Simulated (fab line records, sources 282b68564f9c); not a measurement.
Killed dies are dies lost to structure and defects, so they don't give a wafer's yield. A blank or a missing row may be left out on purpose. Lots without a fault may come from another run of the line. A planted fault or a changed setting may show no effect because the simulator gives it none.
fab line records | flow rit_cmos | part 1 of 2: steps 1 to 28 of 40
record lots=5 wafers=15 last_day=7
route steps=202 shown NRETRO@62 PRETRO@64 GATE@75 FOX2@80 REOX@98
lots that met no fault: from a run of the same line without faults
start_h: hours from the record's first day to the start of the lot's first wafer shown | wait_h: hours since the lot's step before | " the same as in the row above | L1.1+2: a row that stands for several wafers | - no value, or no start given | * or withheld: withheld | < > ~ a bound
route shown NAME@n: a module of which the file shows steps, and the number in the route of the first | usual: mean/standard deviation of fault-free wafers | same: alike in all rows | chamber/n: place in a boat | sites: the reading at each site | _std_site: their standard deviation | _edge_site: outer sites' mean less inner sites' | radius_mm: how far each site lies from the wafer's centre | mask NAME#n: copy n | behind: the tool/chamber that last shaped the wafer | hold: why the lot was held/for how many hours/how that ended | device: the transistor (n, p or np) that didn't switch | end of line: the same wafers' tests at the end of the route | a step without rows: its recipe alone | killed: dies lost to structure and defects at the first sort, not the wafer's yield | map: a wafer's dies, x killed, . not, _ none there
set.NAME: the setting as run; set.NAME@STEP: as run at that earlier step | model.NAME: the simulator's own value behind a step, which no gauge read
lots at some steps of the route; a table a step, a row a wafer
services: from which hour (start_h, from the record's first day; less than 0 if before it) a tool's chamber was out of use, for how many hours, and why
## steps
# step RIT_NRETRO_STRIP_09
# recipe chemistry=O2 time_s=180 resist=NOVOLAK platen_temp_c=withheld power_w=500 pressure_mtorr=4000 o2_flow_sccm=4000
# usual drypump_motor_current_A=5.8/0.39 rf_refl_power_W=7.0/0.59
# columns lot.wafer tool chamber start_h wait_h drypump_motor_current_A rf_hours_counter_h rf_refl_power_W
L077.1 plasma_asher-03 0 45.81 0.1 6.5 38 7.6
L077.2 " 1 " " 5.7 38 7.6
L077.3 " 0 " " 6.5 - 7.5
L081.3 plasma_asher-04 1 65.19 0.1 5.8 - 6.7
L081.5 " 1 " " 5.8 - 6.9
L081.6 " 0 " " 5.2 - 6.6
L087.4 plasma_asher-04 0 95.01 0.1 5.2 - 6.6
L087.5 " 0 " " 5.2 - 6.7
L087.6 " 1 " " 5.9 - 7.0
L092.1 plasma_asher-04 1 121.55 0.1 5.9 32 7.3
L092.3 " 1 " " 5.9 - 6.9
L092.6 " 1 " " 5.9 - 7.1
L097.1 plasma_asher-02 0 145.24 0.1 6.2 52 6.6
L097.2 " 1 " " 6.0 52 8.0
L097.5 " 0 " " 6.2 - 6.8
# step RIT_NRETRO_TW_MEAS_10
# usual NRETRO_TW=1051/6.9
# columns lot.wafer tool chamber start_h wait_h NRETRO_TW
L077.1 film_metro-01 - 45.99 0.1 1043
L077.2 " - " " 1042
L077.3 " - " " 1037
L081.3 film_metro-03 - 65.33 0.1 1057
L081.5 " - " " 1058
L081.6 " - " " 1053
L087.4 film_metro-01 - 95.16 0.1 1038
L087.5 " - " " 1038
L087.6 " - " " 1040
L092.1 film_metro-02 - 121.73 0.1 1052
L092.3 " - " " 1055
L092.6 " - " " 1051
L097.1 film_metro-02 - 145.41 0.1 1057
L097.2 " - " " 1057
L097.5 " - " " 1054
# step RIT_PRETRO_HMDS_00
# recipe prime_time_s=60 prime_temp_c=140
# usual exhaust_pa=45.1/0.83
# columns lot.wafer tool chamber start_h wait_h exhaust_pa
L077.1 litho_track-02 0 46.05 0.1 45.5
L077.2 " 0 " " 45.9
L077.3 " 0 " " 44.9
L081.3 litho_track-03 0 65.43 0.1 45.7
L081.5 " 0 " " 45.6
L081.6 " 0 " " 46.1
L087.4 litho_track-01 0 95.26 0.1 46.0
L087.5 " 0 " " 44.7
L087.6 " 0 " " 45.4
L092.1 litho_track-02 0 121.79 0.1 44.8
L092.3 " 0 " " 44.4
L092.6 " 0 " " 45.8
L097.1 litho_track-01 0 145.47 0.1 44.4
L097.2 " 0 " " 44.0
L097.5 " 0 " " 43.7
# step RIT_PRETRO_COAT_01
# recipe resist=NOVOLAK spin_rpm=2000 resist_thk_nm=1300
# usual exhaust_pa=44.9/0.86
# columns lot.wafer tool chamber start_h wait_h exhaust_pa
L077.1 litho_track-02 0 46.20 0.1 46.4
L077.2 " 0 " " 44.3
L077.3 " 0 " " 45.5
L081.3 litho_track-03 0 65.58 0.1 45.1
L081.5 " 0 " " 45.4
L081.6 " 0 " " 44.9
L087.4 litho_track-01 0 95.41 0.1 43.5
L087.5 " 0 " " 44.5
L087.6 " 0 " " 45.0
L092.1 litho_track-02 0 121.94 0.1 44.9
L092.3 " 0 " " 46.9
L092.6 " 0 " " 44.8
L097.1 litho_track-01 0 145.62 0.1 44.0
L097.2 " 0 " " 44.3
L097.5 " 0 " " 43.9
# step RIT_PRETRO_SOFTBAKE_02
# recipe resist=NOVOLAK temp_c=90 time_s=60
# usual exhaust_pa=45.0/0.87
# columns lot.wafer tool chamber start_h wait_h exhaust_pa
L077.1 litho_track-02 0 46.35 0.1 44.9
L077.2 " 0 " " 45.3
L077.3 " 0 " " 45.0
L081.3 litho_track-03 0 65.73 0.1 44.9
L081.5 " 0 " " 43.9
L081.6 " 0 " " 45.3
L087.4 litho_track-01 0 95.56 0.1 43.8
L087.5 " 0 " " 45.3
L087.6 " 0 " " 45.2
L092.1 litho_track-02 0 122.09 0.1 44.4
L092.3 " 0 " " 44.8
L092.6 " 0 " " 45.0
L097.1 litho_track-01 0 145.77 0.1 45.6
L097.2 " 0 " " 44.0
L097.5 " 0 " " 45.3
# step RIT_PRETRO_EXPOSE_03
# recipe mask_id=M5 na=0.57 target_cd_nm=43700 dose_mj=250
# usual exposure_dose_mJ_cm2=250.03/0.27
# columns lot.wafer tool chamber start_h wait_h mask exposure_dose_mJ_cm2
L077.1 iline_stepper-01 0 46.62 0.2 M5#0 249.50
L077.2 " 0 " " M5#0 249.95
L077.3 " 0 " " M5#0 249.95
L081.3 iline_stepper-02 0 65.87 0.1 M5#0 249.73
L081.5 " 0 " " M5#0 250.15
L081.6 " 0 " " M5#0 250.01
L087.4 iline_stepper-02 0 95.70 0.1 M5#0 249.41
L087.5 " 0 " " M5#0 249.39
L087.6 " 0 " " M5#0 249.25
L092.1 iline_stepper-02 0 122.24 0.1 M5#0 250.18
L092.3 " 0 " " M5#0 250.16
L092.6 " 0 " " M5#0 250.34
L097.1 iline_stepper-02 0 146.05 0.2 M5#0 249.83
L097.2 " 0 " " M5#0 249.93
L097.5 " 0 " " M5#0 249.81
# step RIT_PRETRO_PEB_04
# recipe resist=NOVOLAK temp_c=withheld time_s=withheld
# usual exhaust_pa=45.0/0.84
# columns lot.wafer tool chamber start_h wait_h exhaust_pa
L077.1 litho_track-03 0 46.74 0.1 43.6
L077.2 " 0 " " 44.8
L077.3 " 0 " " 43.9
L081.3 litho_track-02 0 66.00 0.1 45.3
L081.5 " 0 " " 45.7
L081.6 " 0 " " 45.4
L087.4 litho_track-02 0 95.83 0.1 45.0
L087.5 " 0 " " 42.5
L087.6 " 0 " " 43.9
L092.1 litho_track-02 0 122.36 0.1 44.6
L092.3 " 0 " " 44.3
L092.6 " 0 " " 43.6
L097.1 litho_track-01 0 146.16 0.1 44.9
L097.2 " 0 " " 44.9
L097.5 " 0 " " 44.6
# step RIT_PRETRO_DEVELOP_05
# recipe resist=NOVOLAK develop_time_s=68 dev_temp_c=23
# usual exhaust_pa=45.3/1
# columns lot.wafer tool chamber start_h wait_h exhaust_pa
L077.1 litho_track-03 0 - - 43.9
L077.2 " 0 " " 45.4
L077.3 " 0 " " 44.9
L081.3 litho_track-02 0 - - 45.3
L081.5 " 0 " " 44.7
L081.6 " 0 " " 45.2
L087.4 litho_track-02 0 - - 44.2
L087.5 " 0 " " 46.1
L087.6 " 0 " " 45.3
L092.1 litho_track-02 0 - - 44.8
L092.3 " 0 " " 44.3
L092.6 " 0 " " 44.6
L097.1 litho_track-01 0 - - 46.2
L097.2 " 0 " " 44.6
L097.5 " 0 " " 46.0
# step RIT_PRETRO_OVL_MEAS_06
# usual PRETRO_OVL=1.0/1.3
# columns lot.wafer tool chamber start_h wait_h PRETRO_OVL[nm]
L077.1 overlay-02 - 47.05 - -0.1
L077.2 " - " " 0.8
L077.3 " - " " 1.1
L081.3 overlay-01 - 66.27 - 3.1
L081.5 " - " " 0.4
L081.6 " - " " 2.0
L087.4 overlay-02 - 96.09 - -2.7
L087.5 " - " " -1.2
L087.6 " - " " -1.2
L092.1 overlay-01 - 122.67 - 1.9
L092.3 " - " " 4.4
L092.6 " - " " 1.4
L097.1 overlay-02 - 146.48 - 1.3
L097.2 " - " " 1.7
L097.5 " - " " 1.6
# step RIT_PRETRO_HARDBAKE_07
# recipe resist=NOVOLAK temp_c=140.9 time_s=120
# usual exhaust_pa=45.1/0.87
# columns lot.wafer tool chamber start_h wait_h exhaust_pa
L077.1 litho_track-02 0 47.09 0.0 45.9
L077.2 " 0 " " 43.8
L077.3 " 0 " " 46.2
L081.3 litho_track-01 0 66.38 0.1 44.3
L081.5 " 0 " " 44.9
L081.6 " 0 " " 45.6
L087.4 litho_track-03 0 96.36 0.3 46.6
L087.5 " 0 " " 45.5
L087.6 " 0 " " 45.2
L092.1 litho_track-03 0 122.71 0.0 44.5
L092.3 " 0 " " 45.1
L092.6 " 0 " " 45.9
L097.1 litho_track-01 0 146.51 0.0 43.9
L097.2 " 0 " " 43.6
L097.5 " 0 " " 43.0
# step RIT_PRETRO_IMPLANT_08
# recipe species=B energy_kev=45 dose_cm2=1.2e+13 tilt_deg=7
# usual beam_energy_keV=44.996/0.014
# columns lot.wafer tool chamber start_h wait_h beam_energy_keV
L077.1 implanter-02 0 47.34 0.2 44.998
L077.2 " 0 " " 44.992
L077.3 " 0 " " 44.995
L081.3 implanter-03 0 66.59 0.2 44.997
L081.5 " 0 " " 44.980
L081.6 " 0 " " 44.998
L087.4 implanter-02 0 96.56 0.2 45.004
L087.5 " 0 " " 45.006
L087.6 " 0 " " 44.985
L092.1 implanter-03 0 122.96 0.2 45.007
L092.3 " 0 " " 45.001
L092.6 " 0 " " 45.000
L097.1 implanter-01 0 146.76 0.2 44.991
L097.2 " 0 " " 44.999
L097.5 " 0 " " 44.971
# step RIT_PRETRO_STRIP_09
# recipe chemistry=O2 time_s=180 resist=NOVOLAK platen_temp_c=withheld power_w=500 pressure_mtorr=4000 o2_flow_sccm=4000
# usual drypump_motor_current_A=5.8/0.47 rf_refl_power_W=7.8/0.97
# columns lot.wafer tool chamber start_h wait_h drypump_motor_current_A rf_hours_counter_h rf_refl_power_W
L077.1 plasma_asher-01 1 47.49 0.1 5.5 44 7.7
L077.2 " 0 " " 5.0 44 9.9
L077.3 " 1 " " 5.5 - 7.6
L081.3 plasma_asher-02 0 66.75 0.1 6.2 - 6.5
L081.5 " 1 " " 6.0 - 7.9
L081.6 " 0 " " 6.2 - 6.6
L087.4 plasma_asher-03 1 96.69 0.1 5.7 - 7.3
L087.5 " 1 " " 5.7 - 7.7
L087.6 " 0 " " 6.4 - 7.8
L092.1 plasma_asher-03 0 123.11 0.1 6.5 47 7.5
L092.3 " 1 " " 5.7 - 7.2
L092.6 " 0 " " 6.5 - 7.5
L097.1 plasma_asher-02 0 146.91 0.1 6.2 52 6.6
L097.2 " 1 " " 6.0 52 7.9
L097.5 " 0 " " 6.2 - 6.6
# step RIT_PRETRO_TW_MEAS_10
# usual PRETRO_TW=474/3.4
# columns lot.wafer tool chamber start_h wait_h PRETRO_TW
L077.1 film_metro-04 - 47.66 0.1 472
L077.2 " - " " 473
L077.3 " - " " 474
L081.3 film_metro-01 - 66.89 0.1 473
L081.5 " - " " 473
L081.6 " - " " 474
L087.4 film_metro-01 - 96.84 0.1 469
L087.5 " - " " 471
L087.6 " - " " 469
L092.1 film_metro-02 - 123.28 0.1 478
L092.3 " - " " 479
L092.6 " - " " 479
L097.1 film_metro-04 - 147.09 0.1 478
L097.2 " - " " 475
L097.5 " - " " 476
# step RIT_GATE_WET_ETCH_00
# recipe chemistry=BOE target=SiO2 target_depth_nm=56 time_s=60 dry=n2_spin dilution=10:1 temp_c=21.5
# columns lot.wafer tool chamber start_h wait_h
L077.1+2+3 wet_bench-02 1 47.72 0.1
L081.3+5+6 wet_bench-01 2 66.93 0.0
L087.4+5+6 wet_bench-03 0 96.87 0.0
L092.1+3+6 wet_bench-03 0 123.34 0.1
L097.1+2+5 wet_bench-03 2 147.15 0.1
# step RIT_GATE_CLEAN_01
# recipe chemistry=SC1 mix=3:3:50 time_s=600 temp_c=75
# columns lot.wafer tool chamber start_h wait_h
L077.1+2+3 wet_bench-01 3 47.75 0.0
L081.3+5+6 wet_bench-02 3 66.96 0.0
L087.4+5+6 wet_bench-01 1 96.90 0.0
L092.1+3+6 wet_bench-02 0 123.37 0.0
L097.1+2+5 wet_bench-01 2 147.17 0.0
# step RIT_GATE_CLEAN_02
# recipe chemistry=dHF dilution=50:1 time_s=30
# columns lot.wafer tool chamber start_h wait_h
L077.1+2+3 wet_bench-03 1 47.92 0.0
L081.3+5+6 wet_bench-03 1 67.13 0.0
L087.4+5+6 wet_bench-02 1 97.25 0.0
L092.1+3+6 wet_bench-03 2 123.54 0.0
L097.1+2+5 wet_bench-02 3 147.35 0.0
# step RIT_GATE_CLEAN_03
# recipe chemistry=SC2 mix=3:3:50 time_s=600 temp_c=75 dry=n2_spin
# columns lot.wafer tool chamber start_h wait_h
L077.1+2+3 wet_bench-02 2 47.94 0.0
L081.3+5+6 wet_bench-01 3 67.15 0.0
L087.4+5+6 wet_bench-03 1 97.26 0.0
L092.1+3+6 wet_bench-02 2 123.56 0.0
L097.1+2+5 wet_bench-03 0 147.37 0.0
# step RIT_GATE_CLEAN_04
# recipe chemistry=dHF dilution=50:1 time_s=60 dry=n2_spin
# columns lot.wafer tool chamber start_h wait_h
L077.1+2+3 wet_bench-01 0 48.11 0.0
L081.3+5+6 wet_bench-03 3 67.34 0.0
L087.4+5+6 wet_bench-01 3 97.44 0.0
L092.1+3+6 wet_bench-01 2 123.74 0.0
L097.1+2+5 wet_bench-01 0 147.56 0.0
# step RIT_FOX2_THK_MEAS_91
# recipe reads=SiO2_of_FOX2_OXIDATION_00
# usual FIELD_OXIDE_LEFT_2_THK=255/6.6
# columns lot.wafer tool chamber start_h wait_h FIELD_OXIDE_LEFT_2_THK[nm]
L077.1 film_metro-04 - 48.14 0.0 252
L077.2 " - " " 248
L077.3 " - " " 244
L081.3 film_metro-04 - 67.38 0.0 248
L081.5 " - " " 247
L081.6 " - " " 247
L087.4 film_metro-04 - 97.52 0.0 255
L087.5 " - " " 260
L087.6 " - " " 261
L092.1 film_metro-04 - 123.79 0.0 251
L092.3 " - " " 257
L092.6 " - " " 257
L097.1 film_metro-04 - 147.58 0.0 250
L097.2 " - " " 250
L097.5 " - " " 251
# step RIT_GATE_OXIDATION_05
# recipe temp_c=900 ambient=O2 target_thk_a=30 ox_time_s=270
# usual spike_tc_source_C=924.9/1.5
# columns lot.wafer tool chamber start_h wait_h spike_tc_source_C
L077.1 furnace-04 0 48.48 0.3 924.3
L077.2 " 0 " " 923.3
L077.3 " 0 " " 924.4
L081.3 furnace-03 0 67.42 0.0 925.9
L081.5 " 0 " " 926.7
L081.6 " 0 " " 927.8
L087.4 furnace-04 0 97.55 0.0 923.2
L087.5 " 0 " " 923.9
L087.6 " 0 " " 924.3
L092.1 furnace-04 0 123.85 0.1 924.5
L092.3 " 0 " " 924.6
L092.6 " 0 " " 923.5
L097.1 furnace-03 0 147.64 0.1 925.6
L097.2 " 0 " " 926.5
L097.5 " 0 " " 926.0
# step RIT_GATE_ANNEAL_06
# recipe temp_c=900 time_s=600 ambient=N2O
# usual spike_tc_source_C=924.4/1.6
# columns lot.wafer tool chamber start_h wait_h spike_tc_source_C
L077.1 furnace-01 0 49.55 0.0 922.3
L077.2 " 0 " " 923.5
L077.3 " 0 " " 923.4
L081.3 furnace-01 0 68.50 0.0 925.2
L081.5 " 0 " " 922.5
L081.6 " 0 " " 922.6
L087.4 furnace-04 0 98.62 0.0 925.2
L087.5 " 0 " " 923.9
L087.6 " 0 " " 926.0
L092.1 furnace-01 0 124.92 0.0 923.5
L092.3 " 0 " " 922.9
L092.6 " 0 " " 923.4
L097.1 furnace-04 0 148.72 0.0 924.6
L097.2 " 0 " " 922.5
L097.5 " 0 " " 924.1
# step RIT_GATE_THK_MEAS_07
# recipe reads=SiO2_of_GATE_OXIDATION_05
# usual GATE_OXIDE_THK=3.03/0.063
# columns lot.wafer tool chamber start_h wait_h GATE_OXIDE_THK[nm]
L077.1 film_metro-04 - 49.80 0.0 3.13
L077.2 " - " " 3.10
L077.3 " - " " 3.07
L081.3 film_metro-04 - 68.77 0.0 3.04
L081.5 " - " " 3.06
L081.6 " - " " 3.10
L087.4 film_metro-01 - 98.90 0.0 3.10
L087.5 " - " " 3.02
L087.6 " - " " 2.95
L092.1 film_metro-04 - 125.17 0.0 3.07
L092.3 " - " " 3.09
L092.6 " - " " 3.00
L097.1 film_metro-03 - 148.97 0.0 3.12
L097.2 " - " " 3.23
L097.5 " - " " 3.14
# step RIT_GATE_CVD_08
# recipe material=poly-Si target_thk_nm=250 temp_c=610 precursor=SiH4 time_s=2157 pressure_mtorr=300 sih4_flow_sccm=100
# usual spike_tc_source_C=629.8/1.4
# columns lot.wafer tool chamber start_h wait_h spike_tc_source_C
L077.1 lpcvd-02 0 49.86 0.1 628.9
L077.2 " 0 " " 631.4
L077.3 " 0 " " 631.4
L081.3 lpcvd-02 1 68.81 0.0 629.8
L081.5 " 1 " " 628.3
L081.6 " 1 " " 629.5
L087.4 lpcvd-02 1 99.46 0.6 630.7
L087.5 " 1 " " 629.2
L087.6 " 1 " " 628.0
L092.1 lpcvd-01 0 125.23 0.1 629.3
L092.3 " 0 " " 629.3
L092.6 " 0 " " 629.7
L097.1 lpcvd-02 1 149.03 0.1 628.7
L097.2 " 1 " " 629.3
L097.5 " 1 " " 628.2
# step RIT_GATE_THK_MEAS_09
# recipe reads=poly-Si_of_GATE_CVD_08
# usual GATE_POLY_THK=243.3/2.1
# columns lot.wafer tool chamber start_h wait_h GATE_POLY_THK[nm]
L077.1 film_metro-04 - 52.29 0.0 246.6
L077.2 " - " " 245.8
L077.3 " - " " 245.3
L081.3 film_metro-04 - 71.25 0.0 244.1
L081.5 " - " " 243.8
L081.6 " - " " 242.9
L087.4 film_metro-04 - 101.92 0.0 247.3
L087.5 " - " " 244.8
L087.6 " - " " 245.3
L092.1 film_metro-01 - 126.85 0.0 239.6
L092.3 " - " " 239.7
L092.6 " - " " 240.1
L097.1 film_metro-03 - 150.64 0.0 238.7
L097.2 " - " " 241.4
L097.5 " - " " 240.0
# step RIT_GATE_HMDS_10
# recipe prime_time_s=60 prime_temp_c=140
# usual exhaust_pa=45.1/0.82
# columns lot.wafer tool chamber start_h wait_h exhaust_pa
L077.1 litho_track-01 0 52.35 0.1 45.2
L077.2 " 0 " " 44.7
L077.3 " 0 " " 44.6
L081.3 litho_track-03 0 71.34 0.1 45.0
L081.5 " 0 " " 45.0
L081.6 " 0 " " 45.8
L087.4 litho_track-01 0 102.02 0.1 44.3
L087.5 " 0 " " 43.3
L087.6 " 0 " " 43.2
L092.1 litho_track-04 0 126.91 0.1 44.3
L092.3 " 0 " " 46.3
L092.6 " 0 " " 45.0
L097.1 litho_track-01 0 150.70 0.1 43.4
L097.2 " 0 " " 45.5
L097.5 " 0 " " 44.7
# step RIT_GATE_COAT_11
# recipe resist=NOVOLAK spin_rpm=4250 resist_thk_nm=850
# usual exhaust_pa=45.1/0.85
# columns lot.wafer tool chamber start_h wait_h exhaust_pa
L077.1 litho_track-01 0 52.50 0.1 44.4
L077.2 " 0 " " 45.7
L077.3 " 0 " " 45.2
L081.3 litho_track-03 0 71.49 0.1 47.3
L081.5 " 0 " " 47.0
L081.6 " 0 " " 46.0
L087.4 litho_track-01 0 102.17 0.1 44.2
L087.5 " 0 " " 45.6
L087.6 " 0 " " 46.2
L092.1 litho_track-04 0 127.06 0.1 45.9
L092.3 " 0 " " 44.4
L092.6 " 0 " " 46.7
L097.1 litho_track-01 0 150.85 0.1 44.2
L097.2 " 0 " " 44.8
L097.5 " 0 " " 45.0
# step RIT_GATE_SOFTBAKE_12
# recipe resist=NOVOLAK temp_c=90 time_s=60
# usual exhaust_pa=45.0/0.79
# columns lot.wafer tool chamber start_h wait_h exhaust_pa
L077.1 litho_track-01 0 52.65 0.1 46.2
L077.2 " 0 " " 45.1
L077.3 " 0 " " 46.2
L081.3 litho_track-03 0 71.64 0.1 45.0
L081.5 " 0 " " 42.3
L081.6 " 0 " " 44.5
L087.4 litho_track-01 0 102.32 0.1 45.8
L087.5 " 0 " " 44.8
L087.6 " 0 " " 44.5
L092.1 litho_track-04 0 127.21 0.1 44.3
L092.3 " 0 " " 44.6
L092.6 " 0 " " 44.7
L097.1 litho_track-01 0 151.00 0.1 44.6
L097.2 " 0 " " 44.9
L097.5 " 0 " " 45.3
# step RIT_GATE_EXPOSE_13
# recipe mask_id=M6 na=0.6 source_shape=conventional sigma_outer=0.6 target_cd_nm=150 dose_mj=380
# usual exposure_dose_mJ_cm2=375.0/0.49
# same sigma_outer=0.6
# columns lot.wafer tool chamber start_h wait_h mask exposure_dose_mJ_cm2
L077.1 iline_stepper-01 0 52.92 0.2 M6#0 374.5
L077.2 " 0 " " M6#0 374.2
L077.3 " 0 " " M6#0 374.2
L081.3 iline_stepper-01 0 71.78 0.1 M6#0 375.0
L081.5 " 0 " " M6#0 375.2
L081.6 " 0 " " M6#0 375.2
L087.4 iline_stepper-01 0 102.58 0.2 M6#0 375.2
L087.5 " 0 " " M6#0 375.1
L087.6 " 0 " " M6#0 374.7
L092.1 iline_stepper-01 0 127.36 0.1 M6#0 374.8
L092.3 " 0 " " M6#0 374.7
L092.6 " 0 " " M6#0 374.1
L097.1 iline_stepper-01 0 151.15 0.1 M6#0 374.6
L097.2 " 0 " " M6#0 375.3
L097.5 " 0 " " M6#0 374.8
